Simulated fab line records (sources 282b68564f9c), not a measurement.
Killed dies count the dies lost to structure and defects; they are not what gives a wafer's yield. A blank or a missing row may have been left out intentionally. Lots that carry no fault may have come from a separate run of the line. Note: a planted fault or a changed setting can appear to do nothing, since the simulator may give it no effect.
fab line records	flow ritCmos
record: lots: 13	wafers: 39	lastDay: 7
route steps=202 shown PWELL@52 GATE@93 NLDD@160 M1@202
lots with no fault: from the same line, run without faults
startH: hours from the record's first day to the start of the lot's first wafer shown	waitH: how many hours have passed since the lot's step before this one	" repeats the value in the row above	L1.1+2: a row that stands for several wafers	- no value, or no start given	* or withheld: withheld	< > ~ a bound
route shown NAME@n: NAME is a module with steps in the file, n the number in the route of the first one	usual: average and standard deviation across the fault-free wafers	same: alike in all rows	chamber/n: place in a boat	sites: per-site readings	_std_site: how widely they spread, as a standard deviation	_edge_site: inner sites' mean taken away from outer sites' mean	radiusMm: how far each site lies from the wafer's centre	mask NAME#n: copy n	behind: the last tool/chamber to shape the wafer	hold: cause of the lot's hold/its duration in hours/its outcome	device: transistor that didn't switch, given as n, p or np	end of line: tests run on the same wafers once the route is complete	a step given without rows: its recipe and nothing more	killed: at the first sort, the dies lost to defects and structure; wafer yield is something else	map: a wafer's dies, x killed, . not, _ none there
set.NAME: the setting as run; set.NAME@STEP: as run at that earlier step	model.NAME: the simulator's own value behind a step, which no gauge read
steps of the route over a sample of lots; a table a step, a row a wafer
services: from which hour (startH, from the record's first day; less than 0 if before it) a tool's chamber was out of use, for how many hours, and why
== steps ==
step: RIT_WELLDRIVE_RS_MEAS_02
recipe: thkMeasGauge: four-point-probe
usual: PWELL_RS: 429.8/1.1
lot.wafer	tool	chamber	startH	waitH	PWELL_RS[ohm/sq]
L705.1	filmMetro-02	-	28.51	0.1	430.8
L705.2	"	-	"	"	431.3
L705.4	"	-	"	"	429.9
L706.1	filmMetro-04	-	33.51	0.1	430.9
L706.2	"	-	"	"	429.1
L706.6	"	-	"	"	430.4
L707.3	filmMetro-04	-	37.59	0.1	429.1
L707.5	"	-	"	"	429.0
L707.6	"	-	"	"	429.1
L708.2	filmMetro-01	-	43.13	0.1	430.3
L708.4	"	-	"	"	430.9
L708.6	"	-	"	"	431.5
L709.1	filmMetro-01	-	48.95	0.1	431.9
L709.2	"	-	"	"	430.9
L709.4	"	-	"	"	429.9
L710.1	filmMetro-01	-	55.23	0.1	429.7
L710.2	"	-	"	"	428.3
L710.4	"	-	"	"	427.9
L717.1	filmMetro-01	-	93.05	0.1	428.9
L717.3	"	-	"	"	429.4
L717.4	"	-	"	"	428.4
L718.1	filmMetro-01	-	96.11	0.1	430.7
L718.3	"	-	"	"	431.1
L718.4	"	-	"	"	429.5
L720.1	filmMetro-01	-	104.95	0.1	428.5
L720.3	"	-	"	"	428.0
L720.4	"	-	"	"	428.7
L722.3	filmMetro-01	-	112.83	0.1	430.9
L722.5	"	-	"	"	430.4
L722.6	"	-	"	"	429.8
L724.4	filmMetro-02	-	123.56	0.1	429.1
L724.5	"	-	"	"	429.0
L724.6	"	-	"	"	430.5
L726.2	filmMetro-01	-	132.91	0.1	429.0
L726.3	"	-	"	"	428.5
L726.5	"	-	"	"	428.4
L728.1	filmMetro-04	-	143.33	0.1	430.2
L728.3	"	-	"	"	430.8
L728.5	"	-	"	"	430.8
step: RIT_GATE_OVL_MEAS_17
usual: GATE_OVL: 0.5/1.6
lot.wafer	tool	chamber	startH	waitH	GATE_OVL[nm]
L705.1	overlay-01	-	37.04	0.1	0.8
L705.2	"	-	"	"	-1.0
L705.4	"	-	"	"	2.2
L706.1	overlay-01	-	42.35	0.1	0.7
L706.2	"	-	"	"	0.0
L706.6	"	-	"	"	1.0
L707.3	overlay-01	-	45.67	0.1	2.3
L707.5	"	-	"	"	2.9
L707.6	"	-	"	"	2.2
L708.2	overlay-02	-	52.16	0.1	1.1
L708.4	"	-	"	"	-0.7
L708.6	"	-	"	"	0.6
L709.1	overlay-01	-	56.93	0.1	1.5
L709.2	"	-	"	"	1.2
L709.4	"	-	"	"	1.3
L710.1	overlay-02	-	66.30	0.1	1.4
L710.2	"	-	"	"	4.3
L710.4	"	-	"	"	3.7
L717.1	overlay-01	-	101.78	0.1	-0.5
L717.3	"	-	"	"	-0.1
L717.4	"	-	"	"	-1.7
L718.1	overlay-01	-	108.08	0.1	1.5
L718.3	"	-	"	"	2.7
L718.4	"	-	"	"	3.5
L720.1	overlay-02	-	114.90	0.1	1.5
L720.3	"	-	"	"	2.8
L720.4	"	-	"	"	1.4
L722.3	overlay-02	-	121.14	0.1	0.4
L722.5	"	-	"	"	1.1
L722.6	"	-	"	"	-2.1
L724.4	overlay-02	-	132.48	0.1	1.5
L724.5	"	-	"	"	0.4
L724.6	"	-	"	"	0.3
L726.2	overlay-01	-	142.46	0.1	-1.6
L726.3	"	-	"	"	-0.7
L726.5	"	-	"	"	-0.7
L728.1	overlay-02	-	151.84	0.1	-1.3
L728.3	"	-	"	"	-1.0
L728.5	"	-	"	"	1.7
step: RIT_GATE_ETCH_19
recipe: chemistry: SF6/CHF3/O2	timeS: 165	SF6_flow_sccm: 30	CHF3_flow_sccm: 30	O2_flow_sccm: 5	target: poly-Si	pressureMtorr: 40	rfW: 160	targetDepthA: 3125	overEtchFrac: 0.25	stopOn: SiO2
usual: drypumpMotorCurrentA: 5.4/0.39	oesProductAu: 0.837/0.013	runLengthS: 193.2/0.42	throttleValvePct: 10.21/0.12
lot.wafer	tool	chamber	startH	waitH	drypumpMotorCurrentA	oesProductAu	rfHoursCounterH	runLengthS	throttleValvePct
L705.1	rieSi-02	3	37.23	0.1	4.9	0.832	11	192.5	10.41
L705.2	"	0	"	"	5.6	0.833	58	192.5	10.04
L705.4	"	1	"	"	5.5	0.826	65	193.2	10.10
L706.1	rieSi-01	0	42.54	0.1	5.1	0.828	40	193.4	10.24
L706.2	"	3	"	"	5.2	0.859	104	193.4	10.16
L706.6	"	0	"	"	5.1	0.817	-	193.3	10.25
L707.3	rieSi-02	2	45.85	0.1	6.1	0.857	1	194.4	10.10
L707.5	"	0	"	"	5.6	0.846	-	192.6	10.04
L707.6	"	1	"	"	5.4	0.837	-	193.2	10.10
L708.2	rieSi-01	1	52.37	0.1	5.8	0.834	6	193.4	10.27
L708.4	"	2	"	"	4.9	0.820	43	193.5	10.30
L708.6	"	3	"	"	5.2	0.840	-	193.1	10.15
L709.1	rieSi-02	2	57.12	0.1	6.0	0.850	1	193.8	10.08
L709.2	"	1	"	"	5.5	0.830	66	193.6	10.10
L709.4	"	0	"	"	5.6	0.842	59	192.6	10.06
L710.1	rieSi-01	0	66.49	0.1	5.1	0.836	40	193.2	10.24
L710.2	"	1	"	"	5.8	0.834	7	193.1	10.27
L710.4	"	2	"	"	4.9	0.817	43	193.6	10.28
L717.1	rieSi-02	0	101.97	0.1	5.6	0.647	59	276.0	10.04
L717.3	"	2	"	"	6.0	0.654	2	277.1	10.11
L717.4	"	1	"	"	5.5	0.632	66	276.7	10.10
L718.1	rieSi-02	3	108.27	0.1	4.9	0.642	11	276.2	10.43
L718.3	"	2	"	"	6.0	0.653	2	277.3	10.10
L718.4	"	0	"	"	5.6	0.648	59	275.9	10.05
L720.1	rieSi-01	0	115.09	0.1	5.1	0.829	40	193.2	10.25
L720.3	"	2	"	"	4.9	0.819	44	193.3	10.30
L720.4	"	1	"	"	5.8	0.840	7	193.0	10.28
L722.3	rieSi-01	2	121.32	0.1	4.9	0.813	44	193.0	10.28
L722.5	"	0	"	"	5.1	0.837	-	193.3	10.26
L722.6	"	3	"	"	5.2	0.848	-	193.5	10.16
L724.4	rieSi-01	1	132.67	0.1	5.8	0.838	7	193.0	10.26
L724.5	"	2	"	"	4.9	0.807	-	192.9	10.30
L724.6	"	1	"	"	5.8	0.832	-	193.3	10.27
L726.2	rieSi-01	3	142.69	0.1	5.2	0.860	105	193.5	10.16
L726.3	"	0	"	"	5.1	0.828	40	193.2	10.24
L726.5	"	0	"	"	5.1	0.824	-	193.3	10.25
L728.1	rieSi-01	3	152.03	0.1	5.2	0.856	105	193.0	10.16
L728.3	"	2	"	"	4.9	0.827	44	193.0	10.30
L728.5	"	2	"	"	4.9	0.828	-	193.0	10.29
step: RIT_SDANNEAL_RS_MEAS_07
recipe: thkMeasGauge: four-point-probe
usual: NLDD_RS: 151.7/0.41
lot.wafer	tool	chamber	startH	waitH	NLDD_RS[ohm/sq]
L705.1	filmMetro-01	-	51.11	0.1	151.3
L705.2	"	-	"	"	151.9
L705.4	"	-	"	"	151.6
L706.1	filmMetro-03	-	55.39	0.1	151.2
L706.2	"	-	"	"	151.0
L706.6	"	-	"	"	151.6
L707.3	filmMetro-01	-	59.72	0.1	152.2
L707.5	"	-	"	"	151.9
L707.6	"	-	"	"	151.7
L708.2	filmMetro-01	-	64.98	0.1	151.7
L708.4	"	-	"	"	151.9
L708.6	"	-	"	"	151.4
L709.1	filmMetro-01	-	71.03	0.1	151.2
L709.2	"	-	"	"	151.9
L709.4	"	-	"	"	151.6
L710.1	filmMetro-01	-	81.80	0.1	151.7
L710.2	"	-	"	"	152.0
L710.4	"	-	"	"	151.7
L717.1	filmMetro-01	-	116.00	0.1	152.4
L717.3	"	-	"	"	151.9
L717.4	"	-	"	"	152.5
L718.1	filmMetro-02	-	121.88	0.1	151.6
L718.3	"	-	"	"	151.7
L718.4	"	-	"	"	152.2
L720.1	filmMetro-02	-	129.31	0.1	151.5
L720.3	"	-	"	"	151.5
L720.4	"	-	"	"	151.3
L722.3	filmMetro-03	-	134.77	0.1	152.0
L722.5	"	-	"	"	152.0
L722.6	"	-	"	"	152.3
L724.4	filmMetro-02	-	145.62	0.1	151.8
L724.5	"	-	"	"	151.8
L724.6	"	-	"	"	151.9
L726.2	filmMetro-02	-	155.53	0.1	151.1
L726.3	"	-	"	"	151.9
L726.5	"	-	"	"	151.4
L728.1	filmMetro-02	-	165.17	0.1	151.8
L728.3	"	-	"	"	151.7
L728.5	"	-	"	"	151.7
step: RIT_M1_PROBE_99
usual: killed_at_M0_to_M3: 0.0/0.18	killedAtContacts: 0.1/0.38	killedAtFrontEnd: 6.9/2.9	killedDies: 7.1/3	killedOpen: 3.5/2.1	killedShort: 3.5/2
same: grossDies: 264	killed_at_M4_up: 0	killedAtBackSide: 0	killedAtOther: 0
lot.wafer	tool	chamber	startH	waitH	killed_at_M0_to_M3	killedAtContacts	killedAtFrontEnd	killedDies	killedOpen	killedShort
L705.1	prober-02	-	58.63	0.1	0	0	5	5	3	2
L705.2	prober-02	-	58.68	0.1	0	0	8	8	8	0
L705.4	prober-02	-	58.78	0.2	0	0	9	9	6	3
L706.1	prober-01	-	65.34	0.1	0	0	13	13	8	5
L706.2	prober-01	-	65.39	0.1	0	0	8	8	4	4
L706.6	prober-01	-	65.59	0.2	0	0	8	8	6	2
L707.3	prober-02	-	67.55	0.2	0	0	6	6	3	3
L707.5	prober-02	-	67.65	0.2	0	0	6	6	3	3
L707.6	prober-02	-	67.70	0.2	0	0	7	7	5	2
L708.2	prober-01	-	72.86	0.1	0	0	5	5	3	2
L708.4	prober-01	-	72.96	0.2	0	0	8	8	2	6
L708.6	prober-01	-	73.06	0.2	1	1	8	10	2	8
L709.1	prober-02	-	78.30	0.1	0	0	6	6	3	3
L709.2	prober-02	-	78.35	0.1	0	0	6	6	3	3
L709.4	prober-02	-	78.45	0.2	0	0	3	3	0	3
L710.1	prober-01	-	89.23	0.1	0	0	6	6	5	1
L710.2	prober-01	-	89.28	0.1	0	0	5	5	2	3
L710.4	prober-01	-	89.38	0.2	0	0	9	9	7	2
L717.1	prober-01	-	122.98	0.1	0	0	7	7	3	4
L717.3	prober-01	-	123.08	0.2	0	0	10	10	8	2
L717.4	prober-01	-	123.13	0.2	0	0	14	14	6	8
L718.1	prober-01	-	129.92	0.1	0	0	14	14	9	5
L718.3	prober-01	-	130.02	0.2	0	0	10	10	6	4
L718.4	prober-01	-	130.07	0.2	0	0	5	5	3	2
L720.1	prober-02	-	136.68	0.1	1	0	6	7	1	5
L720.3	prober-02	-	136.78	0.2	0	1	4	5	4	1
L720.4	prober-02	-	136.83	0.2	0	0	6	6	3	3
L722.3	prober-02	-	141.95	0.2	0	0	9	9	4	5
L722.5	prober-02	-	142.05	0.2	0	0	7	7	4	3
L722.6	prober-02	-	142.10	0.2	0	0	2	2	0	2
L724.4	prober-02	-	152.99	0.2	0	0	9	9	8	1
L724.5	prober-02	-	153.04	0.2	0	0	5	5	2	3
L724.6	prober-02	-	153.09	0.2	0	0	4	4	1	3
L726.2	prober-02	-	162.55	0.1	0	0	4	4	1	3
L726.3	prober-02	-	162.60	0.2	0	1	3	4	3	1
L726.5	prober-02	-	162.70	0.2	0	0	3	3	0	3
L728.1	prober-02	-	172.39	0.1	0	0	8	8	3	3
L728.3	prober-02	-	172.49	0.2	0	0	14	14	7	5
L728.5	prober-02	-	172.59	0.2	0	0	7	7	1	6
killed by level:class
L705.1 ACTIVE:geometricParticle:short=1 FOX2:geometricParticle:open=1 GATE:geometricParticle:open=1 GATE:geometricParticle:short=1 REOX:geometricParticle:open=1
L705.2 GATE:geometricParticle:open=3 FOX1:geometricParticle:open=2 SPACER:geometricParticle:open=2 REOX:geometricParticle:open=1
L705.4 GATE:geometricParticle:open=4 GATE:geometricParticle:short=2 FOX1:geometricParticle:open=1 FOX2:geometricParticle:open=1 REOX:geometricParticle:short=1
L706.1 GATE:geometricParticle:open=4 REOX:geometricParticle:short=2 SPACER:geometricParticle:short=2 SILICIDE:geometricParticle:open=2 FOX1:geometricParticle:short=1 FOX2:geometricParticle:open=1 SPACER:geometricParticle:open=1
L706.2 FOX1:geometricParticle:open=2 FOX1:geometricParticle:short=2 GATE:geometricParticle:short=2 GATE:geometricParticle:open=1 SPACER:geometricParticle:open=1
L706.6 GATE:geometricParticle:open=4 FOX1:geometricParticle:open=1 FOX2:geometricParticle:short=1 GATE:geometricParticle:short=1 SILICIDE:geometricParticle:open=1
L707.3 FOX1:geometricParticle:open=2 FOX1:geometricParticle:short=1 GATE:geometricParticle:short=1 REOX:geometricParticle:short=1 SILICIDE:geometricParticle:open=1
L707.5 FOX1:geometricParticle:open=2 SILICIDE:geometricParticle:short=2 REOX:geometricParticle:open=1 SPACER:geometricParticle:short=1
L707.6 GATE:geometricParticle:open=3 FOX1:geometricParticle:open=1 FOX1:geometricParticle:short=1 SPACER:geometricParticle:open=1 SPACER:geometricParticle:short=1
L708.2 SPACER:geometricParticle:short=2 SPACER:geometricParticle:open=2 GATE:geometricParticle:open=1
L708.4 FOX1:geometricParticle:short=3 FOX2:geometricParticle:open=1 FOX2:geometricParticle:short=1 GATE:geometricParticle:short=1 SILICIDE:geometricParticle:short=1 SILICIDE:geometricParticle:open=1
L708.6 FOX1:geometricParticle:short=2 FOX1:geometricParticle:open=2 FOX2:geometricParticle:short=2 REOX:geometricParticle:short=1 SPACER:geometricParticle:short=1 CONTACT:geometricParticle:short=1 M1:geometricParticle:short=1
L709.1 REOX:geometricParticle:open=2 SILICIDE:geometricParticle:short=2 FOX1:geometricParticle:short=1 FOX1:geometricParticle:open=1
L709.2 GATE:geometricParticle:open=2 SILICIDE:geometricParticle:short=2 FOX1:geometricParticle:open=1 FOX1:geometricParticle:short=1
L709.4 FOX1:geometricParticle:short=1 GATE:geometricParticle:short=1 REOX:geometricParticle:short=1
L710.1 GATE:geometricParticle:open=2 FOX1:geometricParticle:open=1 FOX2:geometricParticle:short=1 FOX2:geometricParticle:open=1 SPACER:geometricParticle:open=1
L710.2 FOX1:geometricParticle:open=2 GATE:geometricParticle:short=2 SILICIDE:geometricParticle:short=1
L710.4 GATE:geometricParticle:open=3 SPACER:geometricParticle:open=3 GATE:geometricParticle:short=1 REOX:geometricParticle:open=1 SPACER:geometricParticle:short=1
L717.1 FOX1:geometricParticle:short=2 GATE:geometricParticle:short=2 ACTIVE:geometricParticle:open=1 FOX1:geometricParticle:open=1 GATE:geometricParticle:open=1
L717.3 FOX1:geometricParticle:open=4 GATE:geometricParticle:open=3 GATE:geometricParticle:short=1 REOX:geometricParticle:open=1 SILICIDE:geometricParticle:short=1
L717.4 GATE:geometricParticle:short=4 GATE:geometricParticle:open=3 FOX1:geometricParticle:short=2 REOX:geometricParticle:short=2 FOX1:geometricParticle:open=1 FOX2:geometricParticle:open=1 SPACER:geometricParticle:open=1
L718.1 REOX:geometricParticle:open=3 GATE:geometricParticle:short=2 GATE:geometricParticle:open=2 SILICIDE:geometricParticle:open=2 FOX1:geometricParticle:short=1 FOX1:geometricParticle:open=1 FOX2:geometricParticle:short=1 REOX:geometricParticle:short=1
L718.3 FOX2:geometricParticle:open=3 SILICIDE:geometricParticle:short=2 SILICIDE:geometricParticle:open=2 GATE:geometricParticle:short=1 SPACER:geometricParticle:open=1 SPACER:geometricParticle:short=1
L718.4 GATE:geometricParticle:open=2 REOX:geometricParticle:open=1 REOX:geometricParticle:short=1 SPACER:geometricParticle:short=1
L720.1 FOX1:geometricParticle:short=2 FOX1:geometricParticle:open=1 GATE:geometricParticle:short=1 SPACER:geometricParticle:short=1 SILICIDE:geometricParticle:short=1 M1:coatMicrobubblePrinted=1
L720.3 GATE:geometricParticle:open=2 FOX1:geometricParticle:short=1 SILICIDE:geometricParticle:open=1 CONTACT:geometricParticle:open=1
L720.4 FOX1:geometricParticle:short=1 GATE:geometricParticle:open=1 GATE:geometricParticle:short=1 REOX:geometricParticle:open=1 REOX:geometricParticle:short=1 SILICIDE:geometricParticle:open=1
L722.3 GATE:geometricParticle:open=3 GATE:geometricParticle:short=2 REOX:geometricParticle:short=2 REOX:geometricParticle:open=1 SILICIDE:geometricParticle:short=1
L722.5 GATE:geometricParticle:short=2 FOX1:geometricParticle:open=1 FOX2:geometricParticle:open=1 GATE:geometricParticle:open=1 SILICIDE:geometricParticle:short=1 SILICIDE:geometricParticle:open=1
L722.6 GATE:geometricParticle:short=1 SILICIDE:geometricParticle:short=1
L724.4 FOX2:geometricParticle:open=2 GATE:geometricParticle:open=2 SPACER:geometricParticle:open=2 FOX1:geometricParticle:open=1 GATE:geometricParticle:short=1 SILICIDE:geometricParticle:open=1
L724.5 REOX:geometricParticle:short=3 REOX:geometricParticle:open=1 SPACER:geometricParticle:open=1
L724.6 REOX:geometricParticle:short=3 REOX:geometricParticle:open=1
L726.2 FOX1:geometricParticle:short=1 GATE:geometricParticle:short=1 SPACER:geometricParticle:short=1 SILICIDE:geometricParticle:open=1
L726.3 REOX:geometricParticle:open=2 GATE:geometricParticle:open=1 CONTACT:geometricParticle:short=1
L726.5 FOX2:geometricParticle:short=1 REOX:geometricParticle:short=1 SILICIDE:geometricParticle:short=1
L728.1 PLDD:coatMicrobubblePrinted=2 FOX1:geometricParticle:open=1 FOX2:geometricParticle:short=1 GATE:geometricParticle:short=1 REOX:geometricParticle:open=1 REOX:geometricParticle:short=1 SILICIDE:geometricParticle:open=1
L728.3 GATE:geometricParticle:short=3 GATE:geometricParticle:open=3 SILICIDE:geometricParticle:open=2 PLDD:coatMicrobubblePrinted=2 FOX1:geometricParticle:short=1 FOX2:geometricParticle:open=1 REOX:geometricParticle:open=1 SPACER:geometricParticle:short=1
L728.5 GATE:geometricParticle:short=3 REOX:geometricParticle:short=2 FOX2:geometricParticle:short=1 REOX:geometricParticle:open=1
== services ==
tool	chamber	startH	hours	kind
rieSi-01	2	89.48	2.6	repair
rieSi-02	0	125.94	41.4	repair
rieSi-02	2	144.82	1.8	repair
== key ==
firstSign: step: RIT_GATE_ETCH_19	reading: runLengthS	direction: up	sigmas: 99+	usual: *	struck: *
effect: step: RIT_GATE_ETCH_19	reading: oesProductAu	direction: down	sigmas: 15	usual: 0.837	struck: 0.646
metAt RIT_GATE_ETCH_19
struckLots L717,L718
testerLeftOut L717,L718
notActingAt RIT_WELLDRIVE_RS_MEAS_02,RIT_GATE_OVL_MEAS_17,RIT_SDANNEAL_RS_MEAS_07
onsetBetween 57.12 101.97
fault: kind: processParameterDrift	tool: rieSi-02	chamber: -	onsetH: 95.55	steps: RIT_GATE_ETCH_19	channel: timeS	offset: *	shape: step	endH: 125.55	stated: *
testerLeftOut: of these lots the tester's yield and bins aren't shown, on N5 and GAA mostly nor the transistor test; their killed dies are dies lost to structure and defects alone, not to doping, threshold or leakage, so they don't give the yield
